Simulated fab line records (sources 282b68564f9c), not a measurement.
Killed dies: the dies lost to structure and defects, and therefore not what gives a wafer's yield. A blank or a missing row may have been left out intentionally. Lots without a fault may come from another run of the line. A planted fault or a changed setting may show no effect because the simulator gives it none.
Which of the tools did it? -- flow rit-cmos -- route of 202 steps, sampled at 1 step: 7 lots, 21 wafers

## WHAT THE GAUGES READ, wafer by wafer
RIT_NWELL_TW_MEAS_10.
lot,measured,on,NWELL_TW
L323,day 2 07:46,film-metro-04,2123 2124 2109
L325,day 2 17:35,film-metro-04,2118 2114 2111
L327,day 3 02:53,film-metro-02,2133 2137 2144
L332,day 4 04:10,film-metro-04,2126 2131 2130
L334,day 4 14:40,film-metro-02,2128 2146 2144
L341,day 6 02:28,film-metro-02,2151 2150 2153
L344,day 6 19:40,film-metro-04,2137 2153 2144

## EACH LOT AND THE TOOL THAT RAN IT (in order: tool; ch and the chambers of the sampled wafers; start)
The record shows no process step preceding these readings.

## THE ANSWER, worked out from the rows above alone
Rule: usual is defined by the lots themselves. The widest of any qualifying gaps counts: lots, ordered by their means at a reading, are off when they make up no more than a third of the lots, leave a main group of 4 or more, and stand apart from it by 3 or more times the standard deviation of that group's means. Not used: any main group whose means are identical at the precision the tables above print for the reading. A lot without any number at a reading at which 4 lots or more have one is off too. Where the step has rows for the other lots, those lots are counted as sound.
Across all readings shown, no lot is off: no conclusion can be drawn from this.

## WHAT THE SIMULATOR HAD INSERTED
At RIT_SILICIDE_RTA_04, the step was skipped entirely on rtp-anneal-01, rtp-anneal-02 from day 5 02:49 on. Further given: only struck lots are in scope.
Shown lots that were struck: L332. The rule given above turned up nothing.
